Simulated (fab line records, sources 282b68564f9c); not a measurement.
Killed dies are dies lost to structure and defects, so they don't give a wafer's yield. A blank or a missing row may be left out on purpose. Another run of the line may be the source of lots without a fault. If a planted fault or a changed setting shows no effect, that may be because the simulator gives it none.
fab line records | flow ritCmos | part 1 of 2: steps 1 to 42 of 44
record: lots: 6 | wafers: 18 | lastDay: 7
route steps=202 shown GATE@89 REOX@98 NLDD@103 PLDD@114 SPACER@125 SDANNEAL@155 M1@202
lots with no fault: from the same line, run without faults
startH: hours from the record's opening day to when the first of the lot's shown wafers began | waitH: how many hours have passed since the lot's step before this one | " identical to the entry in the row above | L1.1+2: one row covering several wafers at once | - no value, or no start was given | * or withheld: withheld | < > ~ a bound
route shown NAME@n: names a module that has steps shown in the file, with the first one's number in the route | usual: mean/standard deviation taken from wafers without a fault | same: alike in all rows | chamber/n: place in a boat | sites: per-site readings | _std_site: their standard deviation | _edge_site: mean of outer sites minus mean of inner sites | radiusMm: for every site, how far away it sits from the centre of the wafer | mask NAME#n: copy n | behind: the last tool/chamber to shape the wafer | hold: reason for holding the lot/hours on hold/outcome of the hold | device: which transistor (n, p or np) failed to switch | end of line: tests run on the same wafers once the route is complete | where a step has no rows: the recipe by itself | killed: the dies lost at the first sort to structure and to defects; this is not the yield of the wafer | map: a wafer's dies, marking killed ones x, the rest . and places with no die _
set.NAME: the setting that was run; set.NAME@STEP: the one run at that earlier step | model.NAME: the simulator's own value behind a step, which no gauge read
certain route steps with their lots: each step a table, each wafer a row
services: when a tool's chamber went out of use (startH, in hours from the record's first day, below 0 if earlier), for how many hours, and the reason
== steps ==
step: RIT_GATE_EXPOSE_13
recipe: maskId: M6 | na: 0.6 | sourceShape: conventional | sigmaOuter: 0.6 | targetCdNm: 150 | doseMj: 380
step: RIT_GATE_PEB_14
recipe: resist: NOVOLAK | tempC: withheld | timeS: withheld
step: RIT_GATE_DEVELOP_15
recipe: resist: NOVOLAK | developTimeS: 50 | devTempC: 23
step: RIT_GATE_CD_MEAS_16
recipe: targetCdNm: 150
usual: cdNm: 149.9/2.6
lot.wafer | tool     | chamber | startH | waitH | cdNm
L921.3    | cdSem-02 | -       | 53.10  | -     | 150.4
L921.4    | "        | -       | "      | "     | 151.3
L921.6    | "        | -       | "      | "     | 152.3
L922.1    | cdSem-02 | -       | 57.44  | -     | 152.4
L922.3    | "        | -       | "      | "     | 152.5
L922.4    | "        | -       | "      | "     | 153.3
L923.3    | cdSem-02 | -       | 61.56  | -     | 149.2
L923.5    | "        | -       | "      | "     | 151.5
L923.6    | "        | -       | "      | "     | 151.6
L924.1    | cdSem-01 | -       | 66.27  | -     | 146.6
L924.4    | "        | -       | "      | "     | 143.9
L924.5    | "        | -       | "      | "     | 145.8
L934.2    | cdSem-01 | -       | 117.77 | -     | 151.9
L934.5    | "        | -       | "      | "     | 150.1
L934.6    | "        | -       | "      | "     | 152.5
L938.1    | cdSem-02 | -       | 136.09 | -     | 149.9
L938.4    | "        | -       | "      | "     | 149.0
L938.5    | "        | -       | "      | "     | 146.9
step: RIT_GATE_OVL_MEAS_17
usual: GATE_OVL: 0.3/1.2
lot.wafer | tool       | chamber | startH | waitH | GATE_OVL[nm]
L921.3    | overlay-01 | -       | 53.19  | 0.1   | -1.4
L921.4    | "          | -       | "      | "     | -0.9
L921.6    | "          | -       | "      | "     | -0.8
L922.1    | overlay-02 | -       | 57.56  | 0.1   | 1.5
L922.3    | "          | -       | "      | "     | 0.3
L922.4    | "          | -       | "      | "     | -0.1
L923.3    | overlay-01 | -       | 61.66  | 0.1   | 0.7
L923.5    | "          | -       | "      | "     | 1.2
L923.6    | "          | -       | "      | "     | -0.1
L924.1    | overlay-02 | -       | 66.39  | 0.1   | 1.1
L924.4    | "          | -       | "      | "     | -0.1
L924.5    | "          | -       | "      | "     | -0.2
L934.2    | overlay-02 | -       | 117.88 | 0.1   | 2.5
L934.5    | "          | -       | "      | "     | 0.5
L934.6    | "          | -       | "      | "     | 0.7
L938.1    | overlay-01 | -       | 136.21 | 0.1   | 0.6
L938.4    | "          | -       | "      | "     | 1.5
L938.5    | "          | -       | "      | "     | 0.4
step: RIT_GATE_HARDBAKE_18
recipe: resist: NOVOLAK | tempC: 140 | timeS: 60
step: RIT_GATE_ETCH_19
recipe: chemistry: SF6/CHF3/O2 | timeS: 165 | SF6_flow_sccm: 30 | CHF3_flow_sccm: 30 | O2_flow_sccm: 5 | target: poly-Si | pressureMtorr: 40 | rfW: 160 | targetDepthA: 3125 | overEtchFrac: 0.25 | stopOn: SiO2
usual: SF6_flow_sccm: 30.01/0.093 | drypumpMotorCurrentA: 5.8/0.34 | oesProductAu: 0.842/0.011 | throttleValvePct: 10.22/0.15
lot.wafer | tool     | chamber | startH | waitH | SF6_flow_sccm | drypumpMotorCurrentA | oesProductAu | rfHoursCounterH | throttleValvePct
L921.3    | rieSi-02 | 3       | 53.37  | 0.1   | 30.09         | 5.8                  | 0.835        | 92              | 10.17
L921.4    | "        | 1       | "      | "     | 30.15         | 5.9                  | 0.817        | 65              | 10.30
L921.6    | "        | 1       | "      | "     | 30.00         | 5.9                  | 0.824        | -               | 10.31
L922.1    | rieSi-01 | 2       | 57.75  | 0.1   | 29.87         | 6.1                  | 0.848        | 86              | 9.93
L922.3    | "        | 3       | "      | "     | 30.08         | 5.5                  | 0.846        | 2               | 10.22
L922.4    | "        | 1       | "      | "     | 29.98         | 5.9                  | 0.830        | 0               | 10.33
L923.3    | rieSi-02 | 0       | 61.83  | 0.1   | 29.91         | 5.4                  | 0.858        | 143             | 10.32
L923.5    | "        | 2       | "      | "     | 29.93         | 5.4                  | 0.842        | -               | 10.12
L923.6    | "        | 3       | "      | "     | 30.04         | 5.8                  | 0.849        | -               | 10.17
L924.1    | rieSi-01 | 3       | 66.58  | 0.1   | 29.91         | 5.5                  | 0.830        | 2               | 10.24
L924.4    | "        | 1       | "      | "     | 29.89         | 5.9                  | 0.834        | 0               | 10.35
L924.5    | "        | 3       | "      | "     | 30.07         | 5.5                  | 0.844        | -               | 10.23
L934.2    | rieSi-01 | 3       | 118.06 | 0.1   | 30.18         | 5.5                  | 0.846        | 3               | 10.22
L934.5    | "        | 0       | "      | "     | 29.98         | 6.5                  | 0.867        | -               | 10.45
L934.6    | "        | 1       | "      | "     | 30.05         | 5.9                  | 0.844        | -               | 10.32
L938.1    | rieSi-01 | 3       | 136.60 | 0.1   | 30.12         | 5.5                  | 0.843        | 3               | 10.24
L938.4    | "        | 3       | "      | "     | 30.06         | 5.5                  | 0.834        | -               | 10.22
L938.5    | "        | 2       | "      | "     | 30.12         | 6.1                  | 0.837        | -               | 9.92
step: RIT_GATE_STRIP_20
recipe: chemistry: O2 | timeS: 180 | resist: NOVOLAK | platenTempC: withheld | powerW: 500 | pressureMtorr: 4000 | o2FlowSccm: 4000
usual: drypumpMotorCurrentA: 5.4/0.44
lot.wafer | tool           | chamber | startH | waitH | drypumpMotorCurrentA | rfHoursCounterH
L921.3    | plasmaAsher-03 | 1       | 53.53  | 0.1   | 5.9                  | -
L921.4    | "              | 0       | "      | "     | 4.7                  | -
L921.6    | "              | 0       | "      | "     | 4.7                  | -
L922.1    | plasmaAsher-03 | 0       | 57.86  | 0.1   | 4.7                  | 40
L922.3    | "              | 0       | "      | "     | 4.7                  | -
L922.4    | "              | 1       | "      | "     | 5.9                  | -
L923.3    | plasmaAsher-03 | 0       | 62.00  | 0.1   | 4.7                  | -
L923.5    | "              | 1       | "      | "     | 5.9                  | -
L923.6    | "              | 0       | "      | "     | 4.7                  | -
L924.1    | plasmaAsher-03 | 1       | 66.69  | 0.1   | 5.9                  | 41
L924.4    | "              | 1       | "      | "     | 5.9                  | -
L924.5    | "              | 1       | "      | "     | 5.9                  | -
L934.2    | plasmaAsher-04 | 0       | 118.17 | 0.1   | 6.0                  | 0
L934.5    | "              | 0       | "      | "     | 6.0                  | -
L934.6    | "              | 1       | "      | "     | 5.3                  | -
L938.1    | plasmaAsher-04 | 1       | 136.71 | 0.1   | 5.4                  | 2
L938.4    | "              | 0       | "      | "     | 5.9                  | -
L938.5    | "              | 0       | "      | "     | 5.9                  | -
step: RIT_GATE_CD_MEAS_90
recipe: targetCdNm: 150
usual: cdNm: 150.0/2.7
lot.wafer | tool     | chamber | startH | waitH | cdNm
L921.3    | cdSem-01 | -       | 53.69  | 0.1   | 150.6
L921.4    | "        | -       | "      | "     | 151.5
L921.6    | "        | -       | "      | "     | 151.8
L922.1    | cdSem-02 | -       | 58.03  | 0.1   | 152.5
L922.3    | "        | -       | "      | "     | 152.1
L922.4    | "        | -       | "      | "     | 153.3
L923.3    | cdSem-01 | -       | 62.15  | 0.1   | 149.7
L923.5    | "        | -       | "      | "     | 152.1
L923.6    | "        | -       | "      | "     | 151.8
L924.1    | cdSem-01 | -       | 66.86  | 0.1   | 147.0
L924.4    | "        | -       | "      | "     | 144.3
L924.5    | "        | -       | "      | "     | 146.7
L934.2    | cdSem-01 | -       | 118.36 | 0.1   | 151.8
L934.5    | "        | -       | "      | "     | 149.4
L934.6    | "        | -       | "      | "     | 152.6
L938.1    | cdSem-02 | -       | 136.88 | 0.1   | 150.3
L938.4    | "        | -       | "      | "     | 148.6
L938.5    | "        | -       | "      | "     | 146.5
step: RIT_REOX_CLEAN_00
recipe: chemistry: SC1 | mix: 3:3:50 | timeS: 600 | tempC: 75
step: RIT_REOX_CLEAN_01
recipe: chemistry: dHF | dilution: 50:1 | timeS: 30
step: RIT_REOX_CLEAN_02
recipe: chemistry: SC2 | mix: 3:3:50 | timeS: 600 | tempC: 75 | dry: n2Spin
step: RIT_REOX_OXIDATION_03
recipe: tempC: 900 | ambient: O2 | targetThkA: 252 | oxTimeS: 5580
usual: spikeTcCentreC: 902.3/1.1 | spikeTcLoadC: 926.2/1.1 | spikeTcSourceC: 921.2/1.7 | tubeCenterTempC: 900.02/0.09 | tube_center_temp_C_max: 902.3/0.41
lot.wafer | tool       | chamber | startH | waitH | spikeTcCentreC | spikeTcLoadC | spikeTcSourceC | tubeCenterTempC | tube_center_temp_C_max | model.SiO2_of_REOX_OXIDATION_03.thkNm | model.poly-Si_of_GATE_CVD_08.thkNm
L921.3    | furnace-01 | 0       | 54.14  | 0.0   | 902.0          | 925.7        | 920.8          | 899.88          | 901.7                  | 25.64                                 | 230.7
L921.4    | "          | 0       | "      | "     | 903.2          | 926.7        | 920.4          | 899.89          | 902.2                  | 25.56                                 | 232.1
L921.6    | "          | 0       | "      | "     | 900.5          | 924.7        | 920.5          | 899.89          | 902.3                  | 25.14                                 | 232.2
L922.1    | furnace-02 | 0       | 58.54  | 0.0   | 903.2          | 924.7        | 922.2          | 900.09          | 901.9                  | 25.06                                 | 233.5
L922.3    | "          | 0       | "      | "     | 903.1          | 927.1        | 924.2          | 900.15          | 901.8                  | 25.3                                  | 232.4
L922.4    | "          | 0       | "      | "     | 902.7          | 924.8        | 923.8          | 900.06          | 902.1                  | 25.13                                 | 233.5
L923.3    | furnace-02 | 0       | 62.65  | 0.0   | 936.9          | 961.6        | 959.6          | 935.1           | 936.9                  | 36.58                                 | 228.2
L923.5    | "          | 0       | "      | "     | 937.1          | 962.3        | 960.0          | 935.27          | 937.1                  | 36.68                                 | 227.4
L923.6    | "          | 0       | "      | "     | 937.9          | 961.1        | 958.9          | 935.14          | 937.0                  | 36.99                                 | 230
L924.1    | furnace-02 | 0       | 67.39  | 0.0   | 939.3          | 963.3        | 958.6          | 935.08          | 937.6                  | 35.95                                 | 225.2
L924.4    | "          | 0       | "      | "     | 938.3          | 961.1        | 957.6          | 935.29          | 937.7                  | 35.97                                 | 226.6
L924.5    | "          | 0       | "      | "     | 938.4          | 961.9        | 958.0          | 935.31          | 937.9                  | 36.25                                 | 227.9
L934.2    | furnace-03 | 0       | 119.00 | 0.0   | 901.9          | 927.5        | 921.8          | 900.1           | 903.0                  | 25.06                                 | 235.1
L934.5    | "          | 0       | "      | "     | 902.6          | 926.0        | 921.5          | 899.97          | 901.6                  | 24.88                                 | 234.4
L934.6    | "          | 0       | "      | "     | 902.0          | 928.0        | 919.1          | 900.07          | 902.4                  | 24.66                                 | 234.7
L938.1    | furnace-02 | 0       | 137.63 | 0.3   | 902.7          | 926.0        | 924.4          | 899.99          | 902.0                  | 25.58                                 | 232.9
L938.4    | "          | 0       | "      | "     | 902.1          | 927.0        | 923.6          | 899.95          | 902.3                  | 25.64                                 | 234.7
L938.5    | "          | 0       | "      | "     | 901.6          | 926.8        | 923.5          | 900.12          | 902.4                  | 25.87                                 | 229.4
step: RIT_REOX_THK_MEAS_04
recipe: reads: SiO2_of_REOX_OXIDATION_03
usual: REOX_OXIDE_THK: 25.1/0.49
lot.wafer | tool         | chamber | startH | waitH | REOX_OXIDE_THK[nm]
L921.3    | filmMetro-04 | -       | 56.71  | 0.0   | 25.7
L921.4    | "            | -       | "      | "     | 25.6
L921.6    | "            | -       | "      | "     | 25.1
L922.1    | filmMetro-03 | -       | 61.09  | 0.0   | 25.1
L922.3    | "            | -       | "      | "     | 25.3
L922.4    | "            | -       | "      | "     | 25.1
L923.3    | filmMetro-03 | -       | 65.22  | 0.0   | 36.6
L923.5    | "            | -       | "      | "     | 36.7
L923.6    | "            | -       | "      | "     | 37.0
L924.1    | filmMetro-02 | -       | 69.94  | 0.0   | 36.0
L924.4    | "            | -       | "      | "     | 36.0
L924.5    | "            | -       | "      | "     | 36.3
L934.2    | filmMetro-02 | -       | 121.56 | 0.0   | 25.1
L934.5    | "            | -       | "      | "     | 24.9
L934.6    | "            | -       | "      | "     | 24.6
L938.1    | filmMetro-02 | -       | 140.18 | 0.0   | 25.7
L938.4    | "            | -       | "      | "     | 25.6
L938.5    | "            | -       | "      | "     | 25.9
step: RIT_NLDD_HMDS_00
recipe: primeTimeS: 60 | primeTempC: 140
step: RIT_NLDD_COAT_01
recipe: resist: NOVOLAK | spinRpm: 3250 | resistThkNm: 1000
step: RIT_NLDD_SOFTBAKE_02
recipe: resist: NOVOLAK | tempC: 90 | timeS: 60
step: RIT_NLDD_EXPOSE_03
recipe: maskId: M7 | na: 0.57 | targetCdNm: 40700 | doseMj: 250
step: RIT_NLDD_PEB_04
recipe: resist: NOVOLAK | tempC: withheld | timeS: withheld
step: RIT_NLDD_DEVELOP_05
recipe: resist: NOVOLAK | developTimeS: 50 | devTempC: 23
step: RIT_NLDD_OVL_MEAS_06
usual: NLDD_OVL: -0.8/1.8
lot.wafer | tool       | chamber | startH | waitH | NLDD_OVL[nm]
L921.3    | overlay-01 | -       | 57.61  | -     | -0.1
L921.4    | "          | -       | "      | "     | 0.9
L921.6    | "          | -       | "      | "     | 0.9
L922.1    | overlay-02 | -       | 62.12  | -     | -0.5
L922.3    | "          | -       | "      | "     | 2.1
L922.4    | "          | -       | "      | "     | 0.8
L923.3    | overlay-01 | -       | 66.22  | -     | -0.4
L923.5    | "          | -       | "      | "     | -1.8
L923.6    | "          | -       | "      | "     | -0.9
L924.1    | overlay-01 | -       | 70.97  | -     | -1.7
L924.4    | "          | -       | "      | "     | -1.2
L924.5    | "          | -       | "      | "     | -0.7
L934.2    | overlay-01 | -       | 122.47 | -     | 0.4
L934.5    | "          | -       | "      | "     | -0.1
L934.6    | "          | -       | "      | "     | 0.8
L938.1    | overlay-01 | -       | 141.09 | -     | -1.9
L938.4    | "          | -       | "      | "     | -2.2
L938.5    | "          | -       | "      | "     | -2.0
step: RIT_NLDD_HARDBAKE_07
recipe: resist: NOVOLAK | tempC: 140 | timeS: 60
step: RIT_NLDD_IMPLANT_08
recipe: species: P | energyKev: 20 | doseCm2: 5e+14 | tiltDeg: 7
step: RIT_NLDD_STRIP_09
recipe: chemistry: O2 | timeS: 180 | resist: NOVOLAK | platenTempC: withheld | powerW: 500 | pressureMtorr: 4000 | o2FlowSccm: 4000
usual: drypumpMotorCurrentA: 5.4/0.48
lot.wafer | tool           | chamber | startH | waitH | drypumpMotorCurrentA | rfHoursCounterH
L921.3    | plasmaAsher-04 | 0       | 57.99  | 0.1   | 5.9                  | -
L921.4    | "              | 1       | "      | "     | 5.4                  | -
L921.6    | "              | 0       | "      | "     | 5.9                  | -
L922.1    | plasmaAsher-02 | 0       | 62.46  | 0.1   | 5.7                  | 27
L922.3    | "              | 0       | "      | "     | 5.7                  | -
L922.4    | "              | 1       | "      | "     | 4.7                  | -
L923.3    | plasmaAsher-02 | 0       | 66.60  | 0.1   | 5.7                  | -
L923.5    | "              | 1       | "      | "     | 4.7                  | -
L923.6    | "              | 0       | "      | "     | 5.7                  | -
L924.1    | plasmaAsher-02 | 0       | 71.31  | 0.1   | 5.7                  | 28
L924.4    | "              | 0       | "      | "     | 5.7                  | -
L924.5    | "              | 0       | "      | "     | 5.7                  | -
L934.2    | plasmaAsher-02 | 0       | 122.80 | 0.1   | 5.7                  | 33
L934.5    | "              | 1       | "      | "     | 4.7                  | -
L934.6    | "              | 0       | "      | "     | 5.7                  | -
L938.1    | plasmaAsher-03 | 0       | 141.42 | 0.1   | 4.7                  | 50
L938.4    | "              | 0       | "      | "     | 4.7                  | -
L938.5    | "              | 0       | "      | "     | 4.7                  | -
step: RIT_NLDD_TW_MEAS_10
usual: NLDD_TW: 2476/17
lot.wafer | tool         | chamber | startH | waitH | NLDD_TW
L921.3    | filmMetro-02 | -       | 58.13  | 0.1   | 2483
L921.4    | "            | -       | "      | "     | 2478
L921.6    | "            | -       | "      | "     | 2478
L922.1    | filmMetro-01 | -       | 62.63  | 0.1   | 2504
L922.3    | "            | -       | "      | "     | 2501
L922.4    | "            | -       | "      | "     | 2504
L923.3    | filmMetro-01 | -       | 66.74  | 0.1   | 2484
L923.5    | "            | -       | "      | "     | 2505
L923.6    | "            | -       | "      | "     | 2486
L924.1    | filmMetro-01 | -       | 71.48  | 0.1   | 2478
L924.4    | "            | -       | "      | "     | 2507
L924.5    | "            | -       | "      | "     | 2488
L934.2    | filmMetro-02 | -       | 122.99 | 0.1   | 2506
L934.5    | "            | -       | "      | "     | 2489
L934.6    | "            | -       | "      | "     | 2506
L938.1    | filmMetro-04 | -       | 141.60 | 0.1   | 2460
L938.4    | "            | -       | "      | "     | 2457
L938.5    | "            | -       | "      | "     | 2462
step: RIT_PLDD_HMDS_00
recipe: primeTimeS: 60 | primeTempC: 140
step: RIT_PLDD_COAT_01
recipe: resist: NOVOLAK | spinRpm: 3250 | resistThkNm: 1000
step: RIT_PLDD_SOFTBAKE_02
recipe: resist: NOVOLAK | tempC: 90 | timeS: 60
step: RIT_PLDD_EXPOSE_03
recipe: maskId: M8 | na: 0.57 | targetCdNm: 40900 | doseMj: 250
step: RIT_PLDD_PEB_04
recipe: resist: NOVOLAK | tempC: withheld | timeS: withheld
step: RIT_PLDD_DEVELOP_05
recipe: resist: NOVOLAK | developTimeS: 50 | devTempC: 23
step: RIT_PLDD_OVL_MEAS_06
usual: PLDD_OVL: -1.0/1.2
lot.wafer | tool       | chamber | startH | waitH | PLDD_OVL[nm]
L921.3    | overlay-02 | -       | 59.16  | -     | -1.7
L921.4    | "          | -       | "      | "     | -1.5
L921.6    | "          | -       | "      | "     | -1.1
L922.1    | overlay-02 | -       | 63.67  | -     | 0.6
L922.3    | "          | -       | "      | "     | 0.0
L922.4    | "          | -       | "      | "     | -1.0
L923.3    | overlay-02 | -       | 67.86  | -     | -1.1
L923.5    | "          | -       | "      | "     | 1.0
L923.6    | "          | -       | "      | "     | 0.2
L924.1    | overlay-01 | -       | 72.63  | -     | -3.5
L924.4    | "          | -       | "      | "     | -3.4
L924.5    | "          | -       | "      | "     | -3.2
L934.2    | overlay-02 | -       | 124.10 | -     | 0.0
L934.5    | "          | -       | "      | "     | -1.1
L934.6    | "          | -       | "      | "     | -1.0
L938.1    | overlay-02 | -       | 142.51 | -     | -0.3
L938.4    | "          | -       | "      | "     | -1.0
L938.5    | "          | -       | "      | "     | 0.5
step: RIT_PLDD_HARDBAKE_07
recipe: resist: NOVOLAK | tempC: 140 | timeS: 60
step: RIT_PLDD_IMPLANT_08
recipe: species: BF2 | energyKev: 20 | doseCm2: 9e+14 | tiltDeg: 7
step: RIT_PLDD_STRIP_09
recipe: chemistry: O2 | timeS: 180 | resist: NOVOLAK | platenTempC: withheld | powerW: 500 | pressureMtorr: 4000 | o2FlowSccm: 4000
usual: drypumpMotorCurrentA: 5.3/0.47
lot.wafer | tool           | chamber | startH | waitH | drypumpMotorCurrentA | rfHoursCounterH
L921.3    | plasmaAsher-03 | 0       | 59.54  | 0.1   | 4.8                  | -
L921.4    | "              | 1       | "      | "     | 5.9                  | -
L921.6    | "              | 1       | "      | "     | 5.9                  | -
L922.1    | plasmaAsher-01 | 1       | 64.00  | 0.1   | 5.5                  | 43
L922.3    | "              | 1       | "      | "     | 5.5                  | -
L922.4    | "              | 0       | "      | "     | 5.3                  | -
L923.3    | plasmaAsher-02 | 1       | 68.24  | 0.1   | 4.7                  | -
L923.5    | "              | 0       | "      | "     | 5.7                  | -
L923.6    | "              | 1       | "      | "     | 4.7                  | -
L924.1    | plasmaAsher-02 | 0       | 72.96  | 0.1   | 5.8                  | 28
L924.4    | "              | 1       | "      | "     | 4.7                  | -
L924.5    | "              | 1       | "      | "     | 4.7                  | -
L934.2    | plasmaAsher-03 | 0       | 124.43 | 0.1   | 4.7                  | 47
L934.5    | "              | 1       | "      | "     | 5.9                  | -
L934.6    | "              | 0       | "      | "     | 4.8                  | -
L938.1    | plasmaAsher-01 | 0       | 142.84 | 0.1   | 5.3                  | 51
L938.4    | "              | 1       | "      | "     | 5.6                  | -
L938.5    | "              | 1       | "      | "     | 5.5                  | -
step: RIT_PLDD_TW_MEAS_10
usual: PLDD_TW: 2336/14
lot.wafer | tool         | chamber | startH | waitH | PLDD_TW
L921.3    | filmMetro-02 | -       | 59.68  | 0.1   | 2340
L921.4    | "            | -       | "      | "     | 2328
L921.6    | "            | -       | "      | "     | 2342
L922.1    | filmMetro-01 | -       | 64.18  | 0.1   | 2356
L922.3    | "            | -       | "      | "     | 2344
L922.4    | "            | -       | "      | "     | 2354
L923.3    | filmMetro-01 | -       | 68.38  | 0.1   | 2338
L923.5    | "            | -       | "      | "     | 2347
L923.6    | "            | -       | "      | "     | 2351
L924.1    | filmMetro-01 | -       | 73.14  | 0.1   | 2360
L924.4    | "            | -       | "      | "     | 2342
L924.5    | "            | -       | "      | "     | 2359
L934.2    | filmMetro-04 | -       | 124.61 | 0.1   | 2323
L934.5    | "            | -       | "      | "     | 2331
L934.6    | "            | -       | "      | "     | 2334
L938.1    | filmMetro-04 | -       | 143.02 | 0.1   | 2319
L938.4    | "            | -       | "      | "     | 2301
L938.5    | "            | -       | "      | "     | 2319
step: RIT_SPACER_CLEAN_00
recipe: chemistry: SC1 | mix: 3:3:50 | timeS: 600 | tempC: 75
usual: bathGuardTempC: 74.8/0.56
lot.wafer | tool        | chamber | startH | waitH | bathGuardTempC | model.SiO2_of_REOX_OXIDATION_03.thkNm
L921.3    | wetBench-02 | 0       | 59.72  | 0.0   | 75.5           | 23.65
L921.4    | "           | 0       | "      | "     | 75.8           | 23.58
L921.6    | "           | 0       | "      | "     | 75.3           | 23.19
L922.1    | wetBench-03 | 2       | 64.24  | 0.1   | 74.7           | 23.09
L922.3    | "           | 2       | "      | "     | 74.7           | 23.32
L922.4    | "           | 2       | "      | "     | 74.7           | 23.16
L923.3    | wetBench-03 | 1       | 68.42  | 0.0   | 74.6           | 33.7
L923.5    | "           | 1       | "      | "     | 74.3           | 33.78
L923.6    | "           | 1       | "      | "     | 74.3           | 34.07
L924.1    | wetBench-01 | 3       | 73.20  | 0.1   | 73.6           | 33.15
L924.4    | "           | 3       | "      | "     | 73.7           | 33.16
L924.5    | "           | 3       | "      | "     | 73.5           | 33.42
L934.2    | wetBench-02 | 3       | 124.66 | 0.0   | 75.6           | 23.1
L934.5    | "           | 3       | "      | "     | 75.6           | 22.93
L934.6    | "           | 3       | "      | "     | 75.4           | 22.72
L938.1    | wetBench-01 | 0       | 143.08 | 0.1   | 74.6           | 23.63
L938.4    | "           | 0       | "      | "     | 74.7           | 23.67
L938.5    | "           | 0       | "      | "     | 74.8           | 23.89
step: RIT_SPACER_CLEAN_01
recipe: chemistry: dHF | dilution: 50:1 | timeS: 30
step: RIT_SPACER_CLEAN_02
recipe: chemistry: SC2 | mix: 3:3:50 | timeS: 600 | tempC: 75 | dry: n2Spin
step: RIT_SPACER_CVD_03
recipe: material: Si3N4 | targetThkNm: 250 | tempC: 810 | precursor: SiH2Cl2/NH3 | timeS: 3300 | pressureMtorr: 300 | sih2cl2FlowSccm: 60 | nh3FlowSccm: 150
step: RIT_SPACER_THK_MEAS_04
recipe: reads: Si3N4_of_SPACER_CVD_03
usual: SPACER_NITRIDE_THK: 249.6/2.2
lot.wafer | tool         | chamber | startH | waitH | SPACER_NITRIDE_THK[nm]
L921.3    | filmMetro-01 | -       | 62.02  | 0.0   | 248.2
L921.4    | "            | -       | "      | "     | 249.7
L921.6    | "            | -       | "      | "     | 249.9
L922.1    | filmMetro-04 | -       | 66.54  | 0.0   | 249.7
L922.3    | "            | -       | "      | "     | 246.8
L922.4    | "            | -       | "      | "     | 248.5
L923.3    | filmMetro-03 | -       | 70.77  | 0.0   | 246.8
L923.5    | "            | -       | "      | "     | 245.6
L923.6    | "            | -       | "      | "     | 245.7
L924.1    | filmMetro-03 | -       | 75.51  | 0.0   | 248.1
L924.4    | "            | -       | "      | "     | 248.5
L924.5    | "            | -       | "      | "     | 249.1
L934.2    | filmMetro-03 | -       | 127.39 | 0.0   | 249.5
L934.5    | "            | -       | "      | "     | 249.2
L934.6    | "            | -       | "      | "     | 249.3
L938.1    | filmMetro-03 | -       | 145.36 | 0.0   | 251.5
L938.4    | "            | -       | "      | "     | 249.9
L938.5    | "            | -       | "      | "     | 249.8
step: RIT_SPACER_ETCHBACK_05
recipe: targetDepthA: 2500 | SF6_flow_sccm: 30 | CHF3_flow_sccm: 30 | target: Si3N4 | chemistry: SF6/CHF3 | pressureMtorr: 40 | rfW: 250 | timeS: 240 | stopOn: SiO2
usual: SF6_flow_sccm: 30.00/0.087 | drypumpMotorCurrentA: 5.9/0.46 | oesProductAu: 0.847/0.013 | throttleValvePct: 10.34/0.13
lot.wafer | tool       | chamber | startH | waitH | SF6_flow_sccm | drypumpMotorCurrentA | oesProductAu | rfHoursCounterH | throttleValvePct
L921.3    | rieDiel-01 | 2       | 62.06  | 0.0   | 30.01         | 5.5                  | 0.840        | 132             | 10.27
L921.4    | "          | 1       | "      | "     | 30.11         | 6.6                  | 0.837        | 114             | 10.17
L921.6    | "          | 3       | "      | "     | 30.03         | 6.2                  | 0.848        | -               | 10.47
L922.1    | rieDiel-03 | 0       | 66.60  | 0.1   | 29.96         | 6.5                  | 0.836        | 48              | 10.49
L922.3    | "          | 3       | "      | "     | 29.98         | 6.1                  | 0.841        | 8               | 10.41
L922.4    | "          | 1       | "      | "     | 29.96         | 5.7                  | 0.855        | 93              | 10.16
L923.3    | rieDiel-02 | 3       | 70.81  | 0.0   | 30.10         | 5.3                  | 0.835        | 51              | 10.21
L923.5    | "          | 2       | "      | "     | 29.88         | 5.2                  | 0.848        | -               | 10.53
L923.6    | "          | 3       | "      | "     | 30.19         | 5.3                  | 0.825        | -               | 10.21
L924.1    | rieDiel-01 | 0       | 75.57  | 0.1   | 30.13         | 6.0                  | 0.845        | 86              | 10.31
L924.4    | "          | 1       | "      | "     | 29.98         | 6.6                  | 0.833        | 114             | 10.17
L924.5    | "          | 3       | "      | "     | 30.08         | 6.2                  | 0.845        | -               | 10.50
L934.2    | rieDiel-03 | 0       | 127.44 | 0.0   | 30.14         | 6.5                  | 0.830        | 49              | 10.49
L934.5    | "          | 0       | "      | "     | 29.99         | 6.5                  | 0.842        | -               | 10.49
L934.6    | "          | 1       | "      | "     | 29.85         | 5.7                  | 0.862        | -               | 10.15
L938.1    | rieDiel-01 | 1       | 145.42 | 0.1   | 30.08         | 6.6                  | 0.836        | 116             | 10.16
L938.4    | "          | 2       | "      | "     | 29.87         | 5.5                  | 0.841        | 134             | 10.28
L938.5    | "          | 3       | "      | "     | 29.99         | 6.2                  | 0.849        | -               | 10.49
== key ==
firstSign: step: RIT_REOX_OXIDATION_03 | reading: tubeCenterTempC | direction: up | sigmas: 99+ | usual: * | struck: *
effect: step: RIT_REOX_OXIDATION_03 | reading: tube_center_temp_C_max | direction: up | sigmas: 85 | usual: * | struck: *
effect: step: RIT_REOX_THK_MEAS_04 | reading: REOX_OXIDE_THK | direction: up | sigmas: 23 | usual: 25.1 | struck: 36.4
modelEffect: step: RIT_REOX_OXIDATION_03 | value: SiO2_of_REOX_OXIDATION_03.thkNm | without: 25.66 | struck: 36.4
modelEffect: step: RIT_SPACER_CLEAN_00 | value: SiO2_of_REOX_OXIDATION_03.thkNm | without: 23.65 | struck: 33.55
modelEffect: step: RIT_SDANNEAL_CLEAN_02 | value: poly-Si_of_GATE_CVD_08.thkNm | without: 162.4 | struck: 157.1
modelEffect: step: RIT_M1_PROBE_99 | value: etest.pldd.rsOhmSq | without: 516.6 | struck: 2556
metAt RIT_REOX_OXIDATION_03
struckWafers L923.3,L923.5,L923.6,L924.1,L924.4,L924.5
testerLeftOut L923,L924
fault: kind: processParameterDrift | tool: furnace-02 | chamber: - | onsetH: 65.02 | steps: RIT_REOX_OXIDATION_03 | channel: tempC | offset: * | shape: step | endH: 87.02 | actsIn: * | stated: *
testerLeftOut: of these lots the tester's yield and bins aren't shown, on N5 and GAA mostly nor the transistor test; their killed dies are dies lost to structure and defects alone, not to doping, threshold or leakage, so they don't give the yield
